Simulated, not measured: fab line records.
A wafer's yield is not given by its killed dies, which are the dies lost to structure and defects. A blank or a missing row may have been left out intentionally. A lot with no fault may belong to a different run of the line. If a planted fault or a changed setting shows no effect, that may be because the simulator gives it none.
fab line records	flow rit-cmos	part 1 of 2: steps 1 to 37 of 43
record: lots: 6	wafers: 18	last-day: 7
route steps=202 shown SDANNEAL@156 PSD@157 NSD@158 PLDD@159 NLDD@160 SILICIDE@161 CONTACT@168 M1@184
lots that met no fault: taken from a fault-free run of the same line
start-h: hours from the record's first day to the start of the lot's first wafer shown	wait-h: how many hours have passed since the lot's step before this one	" same as the row above	L1.1+2: one row covering several wafers at once	- no value present, or no start provided	* or withheld: withheld	< > ~ a bound
route shown NAME@n: a module of which the file shows steps, and the number in the route of the first	usual: average and standard deviation across the fault-free wafers	same: alike in all rows	chamber/n: place in a boat	sites: per-site readings	_std_site: the values' standard deviation	_edge_site: the outer-site mean with the inner-site mean subtracted	radius-mm: for every site, how far away it sits from the centre of the wafer	mask NAME#n: copy n	behind: the last tool/chamber to shape the wafer	hold: cause of the lot's hold/its duration in hours/its outcome	device: transistor that didn't switch, given as n, p or np	end of line: the route-end tests of the same wafers	a step given without rows: its recipe and nothing more	killed: dies lost to structure and defects at the first sort, not the wafer's yield	map: shows each die of a wafer: x if killed, . if not, _ if none is there
set.NAME: the setting that was run; set.NAME@STEP: the one run at that earlier step	model.NAME: the simulator's own value behind a step, which no gauge read
a table for each step, a row for each wafer; lots at some steps of the route
services: a tool's chamber out of use, with start hour (start-h, from the record's first day; less than 0 if before it), hours out, and reason
== steps ==
step: RIT_SDANNEAL_RTA_03
recipe: temp-c: 1050	time-s: 5	idle-temp-c: 600	ramp-up-c-per-s: 342	ramp-down-c-per-s: 171	cool-to-c: 600	ambient: N2
usual: ramp-up-c-per-s: 342.00/0.062	wafer_temp_C_max: 1053.4/1.1
lot.wafer	tool	chamber	start-h	wait-h	ramp-up-c-per-s	wafer_temp_C_max
L887.2	rtp-anneal-01	0	52.38	0.0	342.03	1051.2
L887.3	"	0	"	"	341.99	1053.0
L887.6	"	0	"	"	341.98	1053.4
L891.2	rtp-anneal-01	0	71.97	0.0	341.98	1052.2
L891.4	"	0	"	"	341.86	1054.0
L891.5	"	0	"	"	341.97	1053.7
L896.2	rtp-anneal-01	0	103.33	0.0	342.05	1055.7
L896.3	"	0	"	"	341.92	1054.3
L896.4	"	0	"	"	342.13	1053.1
L899.2	rtp-anneal-02	0	130.49	0.0	342.06	1052.7
L899.4	"	0	"	"	342.04	1052.6
L899.5	"	0	"	"	342.00	1055.1
L904.2	rtp-anneal-01	0	146.81	0.0	342.01	1054.1
L904.4	"	0	"	"	342.07	1052.8
L904.6	"	0	"	"	341.99	1051.7
L910.2	rtp-anneal-02	0	169.96	0.0	342.01	1052.8
L910.3	"	0	"	"	341.96	1053.0
L910.5	"	0	"	"	342.05	1055.8
step: RIT_SDANNEAL_RS_MEAS_04
recipe: thk-meas-gauge: four-point-probe
usual: PSD_RS: 116.5/0.31
lot.wafer	tool	chamber	start-h	wait-h	PSD_RS[ohm/sq]
L887.2	film-metro-01	-	52.44	0.1	116.6
L887.3	"	-	"	"	116.5
L887.6	"	-	"	"	116.5
L891.2	film-metro-04	-	72.04	0.1	116.6
L891.4	"	-	"	"	116.9
L891.5	"	-	"	"	116.7
L896.2	film-metro-01	-	103.39	0.1	117.1
L896.3	"	-	"	"	116.7
L896.4	"	-	"	"	117.1
L899.2	film-metro-01	-	130.56	0.1	116.7
L899.4	"	-	"	"	116.4
L899.5	"	-	"	"	116.4
L904.2	film-metro-01	-	146.88	0.1	116.7
L904.4	"	-	"	"	116.4
L904.6	"	-	"	"	116.6
L910.2	film-metro-02	-	170.05	0.1	116.3
L910.3	"	-	"	"	116.2
L910.5	"	-	"	"	116.4
step: RIT_SDANNEAL_RS_MEAS_05
recipe: thk-meas-gauge: four-point-probe
usual: NSD_RS: 84.58/0.3
lot.wafer	tool	chamber	start-h	wait-h	NSD_RS[ohm/sq]
L887.2	film-metro-01	-	52.56	0.1	84.29
L887.3	"	-	"	"	84.26
L887.6	"	-	"	"	84.86
L891.2	film-metro-04	-	72.16	0.1	84.10
L891.4	"	-	"	"	83.84
L891.5	"	-	"	"	84.31
L896.2	film-metro-01	-	103.51	0.1	84.86
L896.3	"	-	"	"	84.70
L896.4	"	-	"	"	84.72
L899.2	film-metro-01	-	130.68	0.1	84.60
L899.4	"	-	"	"	84.76
L899.5	"	-	"	"	84.59
L904.2	film-metro-01	-	147.00	0.1	84.75
L904.4	"	-	"	"	84.20
L904.6	"	-	"	"	84.48
L910.2	film-metro-02	-	170.17	0.1	84.49
L910.3	"	-	"	"	84.50
L910.5	"	-	"	"	84.37
step: RIT_SDANNEAL_RS_MEAS_06
recipe: thk-meas-gauge: four-point-probe
usual: PLDD_RS: 178.8/0.52
lot.wafer	tool	chamber	start-h	wait-h	PLDD_RS[ohm/sq]
L887.2	film-metro-01	-	52.68	0.1	179.3
L887.3	"	-	"	"	178.8
L887.6	"	-	"	"	179.0
L891.2	film-metro-04	-	72.28	0.1	178.1
L891.4	"	-	"	"	178.3
L891.5	"	-	"	"	178.4
L896.2	film-metro-01	-	103.63	0.1	179.4
L896.3	"	-	"	"	179.4
L896.4	"	-	"	"	179.7
L899.2	film-metro-01	-	130.80	0.1	179.4
L899.4	"	-	"	"	179.1
L899.5	"	-	"	"	179.0
L904.2	film-metro-01	-	147.12	0.1	178.8
L904.4	"	-	"	"	178.5
L904.6	"	-	"	"	179.2
L910.2	film-metro-02	-	170.29	0.1	178.5
L910.3	"	-	"	"	178.2
L910.5	"	-	"	"	178.0
step: RIT_SDANNEAL_RS_MEAS_07
recipe: thk-meas-gauge: four-point-probe
usual: NLDD_RS: 151.7/0.69
lot.wafer	tool	chamber	start-h	wait-h	NLDD_RS[ohm/sq]
L887.2	film-metro-01	-	52.80	0.1	151.3
L887.3	"	-	"	"	151.4
L887.6	"	-	"	"	151.2
L891.2	film-metro-04	-	72.40	0.1	150.6
L891.4	"	-	"	"	150.5
L891.5	"	-	"	"	151.2
L896.2	film-metro-01	-	103.75	0.1	152.9
L896.3	"	-	"	"	152.8
L896.4	"	-	"	"	152.5
L899.2	film-metro-01	-	130.92	0.1	151.1
L899.4	"	-	"	"	150.9
L899.5	"	-	"	"	151.6
L904.2	film-metro-01	-	147.24	0.1	151.8
L904.4	"	-	"	"	152.1
L904.6	"	-	"	"	151.8
L910.2	film-metro-02	-	170.41	0.1	152.7
L910.3	"	-	"	"	152.9
L910.5	"	-	"	"	152.9
step: RIT_SILICIDE_WET_ETCH_00
recipe: chemistry: BOE	target: SiO2	target-depth-nm: 14	time-s: 15	dry: n2-spin	dilution: 10:1	temp-c: 21.5
step: RIT_SILICIDE_SPUTTER_01
recipe: material: Ti	target-thk-nm: 30	power-w: 339.7	chamber-pressure-pa: 0.667	gas: Ar	time-s: 240	substrate-temp-c: 25
usual: throttle-valve-pct: 29.5/1.1
lot.wafer	tool	chamber	start-h	wait-h	throttle-valve-pct
L887.2	pvd-sputter-04	-	52.92	0.0	30.0
L887.3	"	-	"	"	29.0
L887.6	"	-	"	"	30.1
L891.2	pvd-sputter-01	-	72.51	0.0	31.0
L891.4	"	-	"	"	29.4
L891.5	"	-	"	"	29.5
L896.2	pvd-sputter-03	-	103.87	0.0	28.5
L896.3	"	-	"	"	27.9
L896.4	"	-	"	"	30.3
L899.2	pvd-sputter-01	-	131.03	0.0	29.4
L899.4	"	-	"	"	29.3
L899.5	"	-	"	"	30.9
L904.2	pvd-sputter-04	-	147.35	0.0	30.2
L904.4	"	-	"	"	29.0
L904.6	"	-	"	"	29.9
L910.2	pvd-sputter-03	-	170.53	0.0	28.5
L910.3	"	-	"	"	30.3
L910.5	"	-	"	"	28.0
step: RIT_SILICIDE_RS_MEAS_02
recipe: thk-meas-gauge: four-point-probe	reads: Ti_of_SILICIDE_SPUTTER_01
usual: SILICIDE_TI_RS: 50.1/0.67
lot.wafer	tool	chamber	start-h	wait-h	SILICIDE_TI_RS[ohm/sq]
L887.2	film-metro-02	-	53.09	0.1	50.9
L887.3	"	-	"	"	51.2
L887.6	"	-	"	"	50.9
L891.2	film-metro-03	-	72.68	0.1	49.9
L891.4	"	-	"	"	50.7
L891.5	"	-	"	"	50.5
L896.2	film-metro-01	-	104.17	0.2	49.7
L896.3	"	-	"	"	51.1
L896.4	"	-	"	"	51.3
L899.2	film-metro-01	-	131.20	0.1	51.3
L899.4	"	-	"	"	51.2
L899.5	"	-	"	"	51.0
L904.2	film-metro-02	-	147.52	0.1	49.1
L904.4	"	-	"	"	48.5
L904.6	"	-	"	"	48.8
L910.2	film-metro-01	-	170.70	0.1	50.2
L910.3	"	-	"	"	50.3
L910.5	"	-	"	"	50.1
step: RIT_SILICIDE_THK_MEAS_03
recipe: thk-meas-gauge: xrf	reads: Ti_of_SILICIDE_SPUTTER_01
usual: SILICIDE_TI_THK: 28.2/0.33
lot.wafer	tool	chamber	start-h	wait-h	SILICIDE_TI_THK[nm]
L887.2	film-metro-02	-	53.20	0.1	27.8
L887.3	"	-	"	"	27.9
L887.6	"	-	"	"	27.6
L891.2	film-metro-03	-	72.79	0.1	28.0
L891.4	"	-	"	"	27.6
L891.5	"	-	"	"	27.8
L896.2	film-metro-01	-	104.28	0.1	28.6
L896.3	"	-	"	"	28.2
L896.4	"	-	"	"	28.1
L899.2	film-metro-01	-	131.31	0.1	27.8
L899.4	"	-	"	"	27.7
L899.5	"	-	"	"	27.9
L904.2	film-metro-02	-	147.63	0.1	28.4
L904.4	"	-	"	"	28.8
L904.6	"	-	"	"	28.6
L910.2	film-metro-01	-	170.81	0.1	28.3
L910.3	"	-	"	"	28.4
L910.5	"	-	"	"	28.4
step: RIT_SILICIDE_RTA_04
recipe: temp-c: 650	time-s: 10	idle-temp-c: 25	ramp-up-s: 5	ramp-down-s: 5	cool-to-c: 25	ambient: N2
step: RIT_SILICIDE_WET_ETCH_05
recipe: chemistry: SPM	target: Ti	temp-c: 90	time-s: 120	dry: n2-spin
step: RIT_SILICIDE_RTA_06
recipe: temp-c: 750	time-s: 10	idle-temp-c: 25	ramp-up-s: 5	ramp-down-s: 10	cool-to-c: 25	ambient: N2
usual: wafer_temp_C_max: 753.3/0.78
lot.wafer	tool	chamber	start-h	wait-h	wafer_temp_C_max
L887.2	rtp-anneal-01	0	53.37	0.0	754.7
L887.3	"	0	"	"	753.5
L887.6	"	0	"	"	752.5
L891.2	rtp-anneal-01	0	72.97	0.0	753.1
L891.4	"	0	"	"	752.4
L891.5	"	0	"	"	753.2
L896.2	rtp-anneal-02	0	104.45	0.0	753.0
L896.3	"	0	"	"	753.1
L896.4	"	0	"	"	753.2
L899.2	rtp-anneal-02	0	131.48	0.0	752.1
L899.4	"	0	"	"	751.6
L899.5	"	0	"	"	752.6
L904.2	rtp-anneal-01	0	147.80	0.0	753.4
L904.4	"	0	"	"	753.8
L904.6	"	0	"	"	754.2
L910.2	rtp-anneal-02	0	170.98	0.0	753.1
L910.3	"	0	"	"	752.7
L910.5	"	0	"	"	752.8
step: RIT_CONTACT_CVD_00
recipe: material: SiO2	target-thk-nm: 400	precursor: TEOS	temp-c: 390	time-s: 61	rf-w: 400
usual: heater-power-w: 337/42
lot.wafer	tool	chamber	start-h	wait-h	heater-power-w	model.SiO2_of_CONTACT_CVD_00.thk-nm
L887.2	pecvd-03	1	53.42	0.0	337	394.2
L887.3	"	0	"	"	283	391.3
L887.6	"	2	"	"	375	394.6
L891.2	pecvd-01	2	73.02	0.0	398	397.9
L891.4	"	0	"	"	371	403.8
L891.5	"	1	"	"	325	404
L896.2	pecvd-03	2	104.51	0.0	357	382.7
L896.3	"	1	"	"	407	392
L896.4	"	2	"	"	374	391.6
L899.2	pecvd-03	2	131.54	0.0	310	384.3
L899.4	"	0	"	"	310	390.2
L899.5	"	2	"	"	324	390.7
L904.2	pecvd-01	1	147.85	0.0	322	398.4
L904.4	"	2	"	"	344	404.5
L904.6	"	0	"	"	383	402.2
L910.2	pecvd-04	0	171.03	0.0	335	393.9
L910.3	"	1	"	"	297	395.4
L910.5	"	0	"	"	246	402.5
step: RIT_CONTACT_THK_MEAS_01
recipe: reads: SiO2_of_CONTACT_CVD_00
usual: CONTACT_TEOS_THK: 398/5.2
lot.wafer	tool	chamber	start-h	wait-h	CONTACT_TEOS_THK[nm]
L887.2	film-metro-03	-	53.48	0.0	394
L887.3	"	-	"	"	392
L887.6	"	-	"	"	395
L891.2	film-metro-04	-	73.08	0.0	398
L891.4	"	-	"	"	404
L891.5	"	-	"	"	404
L896.2	film-metro-01	-	104.57	0.0	383
L896.3	"	-	"	"	392
L896.4	"	-	"	"	392
L899.2	film-metro-04	-	131.60	0.0	384
L899.4	"	-	"	"	390
L899.5	"	-	"	"	390
L904.2	film-metro-01	-	147.91	0.0	398
L904.4	"	-	"	"	405
L904.6	"	-	"	"	402
L910.2	film-metro-04	-	171.10	0.0	394
L910.3	"	-	"	"	395
L910.5	"	-	"	"	403
step: RIT_CONTACT_HMDS_02
recipe: prime-time-s: 60	prime-temp-c: 140
step: RIT_CONTACT_COAT_03
recipe: resist: NOVOLAK	spin-rpm: 3250	resist-thk-nm: 1000
step: RIT_CONTACT_SOFTBAKE_04
recipe: resist: NOVOLAK	temp-c: 90	time-s: 60
step: RIT_CONTACT_EXPOSE_05
recipe: mask-id: M11	na: 0.6	source-shape: conventional	sigma-outer: 0.5	target-cd-nm: 1000	dose-mj: 250
step: RIT_CONTACT_PEB_06
recipe: resist: NOVOLAK	temp-c: withheld	time-s: withheld
step: RIT_CONTACT_DEVELOP_07
recipe: resist: NOVOLAK	develop-time-s: 120	dev-temp-c: 23
step: RIT_CONTACT_CD_MEAS_08
recipe: target-cd-nm: 1000
usual: cd-nm: 1000.3/2.5
lot.wafer	tool	chamber	start-h	wait-h	cd-nm
L887.2	cd-sem-02	-	54.64	-	1000.0
L887.3	"	-	"	"	998.4
L887.6	"	-	"	"	999.0
L891.2	cd-sem-02	-	74.24	-	995.5
L891.4	"	-	"	"	996.7
L891.5	"	-	"	"	997.9
L896.2	cd-sem-02	-	105.73	-	1002.1
L896.3	"	-	"	"	1005.3
L896.4	"	-	"	"	1002.5
L899.2	cd-sem-02	-	132.78	-	998.3
L899.4	"	-	"	"	1000.1
L899.5	"	-	"	"	998.6
L904.2	cd-sem-02	-	149.07	-	1000.2
L904.4	"	-	"	"	998.0
L904.6	"	-	"	"	999.4
L910.2	cd-sem-01	-	172.13	-	1001.0
L910.3	"	-	"	"	1003.9
L910.5	"	-	"	"	1003.5
step: RIT_CONTACT_OVL_MEAS_09
usual: CONTACT_OVL: -0.5/1.6
lot.wafer	tool	chamber	start-h	wait-h	CONTACT_OVL[nm]
L887.2	overlay-01	-	54.75	0.1	-1.5
L887.3	"	-	"	"	-1.0
L887.6	"	-	"	"	-1.3
L891.2	overlay-01	-	74.35	0.1	0.7
L891.4	"	-	"	"	-0.1
L891.5	"	-	"	"	0.7
L896.2	overlay-01	-	105.84	0.1	-1.3
L896.3	"	-	"	"	-1.5
L896.4	"	-	"	"	-0.9
L899.2	overlay-01	-	132.89	0.1	-3.0
L899.4	"	-	"	"	-2.2
L899.5	"	-	"	"	-0.9
L904.2	overlay-01	-	149.18	0.1	0.8
L904.4	"	-	"	"	1.3
L904.6	"	-	"	"	0.7
L910.2	overlay-02	-	172.24	0.1	-0.9
L910.3	"	-	"	"	-2.5
L910.5	"	-	"	"	-2.9
step: RIT_CONTACT_HARDBAKE_10
recipe: resist: NOVOLAK	temp-c: 140	time-s: 60
step: RIT_CONTACT_ETCH_11
recipe: target-depth-a: 4800	over-etch-frac: 0.2	stop-on: TiSi2	chemistry: CHF3/CF4/Ar	target: SiO2	CHF3_flow_sccm: 50	cf4-flow-sccm: 10	Ar_flow_sccm: 100	O2_flow_sccm: 5	pressure-mtorr: 100	rf-w: 200	time-s: 310.5
usual: O2_flow_sccm: 5.001/0.015	drypump-motor-current-A: 5.6/0.37	oes-product-au: 0.988/0.016	throttle-valve-pct: 8.89/0.1
lot.wafer	tool	chamber	start-h	wait-h	O2_flow_sccm	drypump-motor-current-A	oes-product-au	rf-hours-counter-h	throttle-valve-pct	model.CONTACT.feature-depth-nm	model.etch.depth-nm
L887.2	rie-diel-04	2	54.93	0.1	4.989	5.6	0.996	30	8.94	394.2	394.2
L887.3	"	1	"	"	5.013	5.0	1.004	19	8.93	391.3	391.3
L887.6	"	1	"	"	5.007	5.0	1.001	-	8.93	394.6	394.6
L891.2	rie-diel-01	1	74.53	0.1	4.983	5.9	0.969	11	8.65	397.9	397.9
L891.4	"	3	"	"	5.014	5.8	0.981	-	8.97	403.8	403.8
L891.5	"	0	"	"	4.972	5.0	1.009	-	8.90	404	404
L896.2	rie-diel-03	3	106.02	0.1	4.993	6.0	0.986	109	8.82	382.7	382.7
L896.3	"	0	"	"	4.983	6.2	1.003	110	8.88	392	392
L896.4	"	2	"	"	4.986	6.3	0.963	-	8.91	391.6	391.6
L899.2	rie-diel-04	3	133.07	0.1	5.009	5.6	0.961	9	8.98	384.3	384.3
L899.4	"	0	"	"	4.996	5.7	0.997	56	8.98	390.2	390.2
L899.5	"	3	"	"	4.984	5.6	0.960	-	9.00	390.7	390.7
L904.2	rie-diel-03	3	149.55	0.1	5.012	5.9	0.989	110	8.82	398.4	398.4
L904.4	"	1	"	"	5.003	5.7	0.977	126	8.84	404.5	404.5
L904.6	"	0	"	"	4.972	6.2	1.011	-	8.89	402.2	402.2
L910.2	rie-diel-03	0	172.42	0.1	4.994	6.2	0.992	112	8.87	393.9	393.9
L910.3	"	1	"	"	5.007	5.7	0.971	126	8.83	395.4	395.4
L910.5	"	1	"	"	4.994	5.7	0.978	-	8.85	402.5	402.5
step: RIT_CONTACT_STRIP_12
recipe: chemistry: O2	time-s: 180	resist: NOVOLAK	platen-temp-c: withheld	power-w: 500	pressure-mtorr: 4000	o2-flow-sccm: 4000
usual: drypump-motor-current-A: 5.8/0.47
lot.wafer	tool	chamber	start-h	wait-h	drypump-motor-current-A	rf-hours-counter-h
L887.2	plasma-asher-01	0	55.12	0.1	5.8	43
L887.3	"	1	"	"	5.5	-
L887.6	"	0	"	"	5.8	-
L891.2	plasma-asher-02	0	74.73	0.1	6.6	45
L891.4	"	0	"	"	6.6	-
L891.5	"	1	"	"	6.3	-
L896.2	plasma-asher-01	0	106.21	0.1	5.8	49
L896.3	"	0	"	"	5.8	-
L896.4	"	1	"	"	5.5	-
L899.2	plasma-asher-01	1	133.26	0.1	5.5	2
L899.4	"	1	"	"	5.5	-
L899.5	"	1	"	"	5.5	-
L904.2	plasma-asher-04	1	149.74	0.1	5.2	47
L904.4	"	1	"	"	5.2	-
L904.6	"	1	"	"	5.2	-
L910.2	plasma-asher-01	1	172.61	0.1	5.5	6
L910.3	"	0	"	"	5.9	-
L910.5	"	1	"	"	5.5	-
step: RIT_CONTACT_CD_MEAS_90
recipe: target-cd-nm: 1000
usual: cd-nm: 1000.1/2.5
lot.wafer	tool	chamber	start-h	wait-h	cd-nm
L887.2	cd-sem-01	-	55.32	0.1	999.1
L887.3	"	-	"	"	997.7
L887.6	"	-	"	"	998.2
L891.2	cd-sem-01	-	74.92	0.1	995.6
L891.4	"	-	"	"	996.9
L891.5	"	-	"	"	997.6
L896.2	cd-sem-02	-	106.41	0.1	1002.2
L896.3	"	-	"	"	1005.6
L896.4	"	-	"	"	1002.8
L899.2	cd-sem-02	-	133.46	0.1	997.7
L899.4	"	-	"	"	999.3
L899.5	"	-	"	"	997.9
L904.2	cd-sem-01	-	149.94	0.1	1000.1
L904.4	"	-	"	"	998.2
L904.6	"	-	"	"	999.5
L910.2	cd-sem-01	-	172.81	0.1	1001.2
L910.3	"	-	"	"	1004.0
L910.5	"	-	"	"	1003.2
step: RIT_CONTACT_CLEAN_13
recipe: chemistry: SC1	mix: 3:3:50	time-s: 600	temp-c: 75
step: RIT_CONTACT_CLEAN_14
recipe: chemistry: SC2	mix: 3:3:50	time-s: 600	temp-c: 75	dry: n2-spin
step: RIT_M1_SPUTTER_00
recipe: material: Al	target-thk-nm: 400	power-w: 2000	chamber-pressure-pa: 0.4	gas: Ar	time-s: 500	substrate-temp-c: 25
usual: throttle-valve-pct: 29.9/1.1
lot.wafer	tool	chamber	start-h	wait-h	throttle-valve-pct
L887.2	pvd-sputter-02	-	55.85	0.0	29.5
L887.3	"	-	"	"	30.4
L887.6	"	-	"	"	28.2
L891.2	pvd-sputter-02	-	75.37	0.0	30.6
L891.4	"	-	"	"	31.2
L891.5	"	-	"	"	29.5
L896.2	pvd-sputter-01	-	106.87	0.0	29.7
L896.3	"	-	"	"	31.0
L896.4	"	-	"	"	29.6
L899.2	pvd-sputter-02	-	133.91	0.0	28.1
L899.4	"	-	"	"	30.5
L899.5	"	-	"	"	28.1
L904.2	pvd-sputter-01	-	150.42	0.0	29.4
L904.4	"	-	"	"	29.3
L904.6	"	-	"	"	29.2
L910.2	pvd-sputter-02	-	173.61	0.0	30.5
L910.3	"	-	"	"	29.7
L910.5	"	-	"	"	31.2
step: RIT_M1_RS_MEAS_01
recipe: thk-meas-gauge: four-point-probe	reads: Al_of_M1_SPUTTER_00
usual: M1_AL_RS: 0.0733/0.00065
lot.wafer	tool	chamber	start-h	wait-h	M1_AL_RS[ohm/sq]
L887.2	film-metro-04	-	56.17	0.2	0.0730
L887.3	"	-	"	"	0.0730
L887.6	"	-	"	"	0.0729
L891.2	film-metro-02	-	75.68	0.2	0.0728
L891.4	"	-	"	"	0.0741
L891.5	"	-	"	"	0.0733
L896.2	film-metro-02	-	107.19	0.2	0.0730
L896.3	"	-	"	"	0.0732
L896.4	"	-	"	"	0.0730
L899.2	film-metro-04	-	134.22	0.2	0.0715
L899.4	"	-	"	"	0.0727
L899.5	"	-	"	"	0.0721
L904.2	film-metro-04	-	150.73	0.2	0.0735
L904.4	"	-	"	"	0.0728
L904.6	"	-	"	"	0.0728
L910.2	film-metro-04	-	173.92	0.2	0.0731
L910.3	"	-	"	"	0.0728
L910.5	"	-	"	"	0.0736
step: RIT_M1_THK_MEAS_02
recipe: thk-meas-gauge: xrf	reads: Al_of_M1_SPUTTER_00
usual: M1_AL_THK: 402/4.4
lot.wafer	tool	chamber	start-h	wait-h	M1_AL_THK[nm]
L887.2	film-metro-04	-	56.28	0.1	404
L887.3	"	-	"	"	404
L887.6	"	-	"	"	404
L891.2	film-metro-02	-	75.79	0.1	400
L891.4	"	-	"	"	397
L891.5	"	-	"	"	398
L896.2	film-metro-02	-	107.30	0.1	402
L896.3	"	-	"	"	400
L896.4	"	-	"	"	403
L899.2	film-metro-04	-	134.33	0.1	412
L899.4	"	-	"	"	404
L899.5	"	-	"	"	406
L904.2	film-metro-04	-	150.84	0.1	401
L904.4	"	-	"	"	403
L904.6	"	-	"	"	406
L910.2	film-metro-04	-	174.03	0.1	404
L910.3	"	-	"	"	406
L910.5	"	-	"	"	401
step: RIT_M1_HMDS_03
recipe: prime-time-s: 60	prime-temp-c: 140
step: RIT_M1_COAT_04
recipe: resist: NOVOLAK	spin-rpm: 2000	resist-thk-nm: 1300
step: RIT_M1_SOFTBAKE_05
recipe: resist: NOVOLAK	temp-c: 90	time-s: 60
step: RIT_M1_EXPOSE_06
recipe: mask-id: M12	na: 0.6	source-shape: conventional	sigma-outer: 0.5	target-cd-nm: 2600	dose-mj: 255
step: RIT_M1_PEB_07
recipe: resist: NOVOLAK	temp-c: withheld	time-s: withheld
step: RIT_M1_DEVELOP_08
recipe: resist: NOVOLAK	develop-time-s: 68	dev-temp-c: 23
== key ==
first-sign: step: RIT_CONTACT_THK_MEAS_01	reading: CONTACT_TEOS_THK	direction: down	sigmas: 1.9	usual: 398	struck: 389
effect none on later readings
model-effect: step: RIT_CONTACT_CVD_00	value: SiO2_of_CONTACT_CVD_00.thk-nm	without: 398.6	struck: 388.6
model-effect: step: RIT_CONTACT_ETCH_11	value: CONTACT.feature-depth-nm	without: 398.6	struck: 388.6
model-effect: step: RIT_M1_METAL_ETCH_12	value: SiO2_of_CONTACT_CVD_00.thk-nm	without: 362	struck: 351.9
met-at RIT_CONTACT_CVD_00
struck-wafers L896.2,L896.3,L896.4,L899.2,L899.4,L899.5
tester-left-out L896,L899
onset-between 53.42 104.51
fault: kind: process-parameter-drift	tool: pecvd-03	chamber: -	onset-h: 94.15	steps: RIT_CONTACT_CVD_00	channel: target-thk-nm	offset: -10.056	shape: step	end-h: 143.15	stated: 400
tester-left-out: of these lots the tester's yield and bins aren't shown, on N5 and GAA mostly nor the transistor test; their killed dies are dies lost to structure and defects alone, not to doping, threshold or leakage, so they don't give the yield
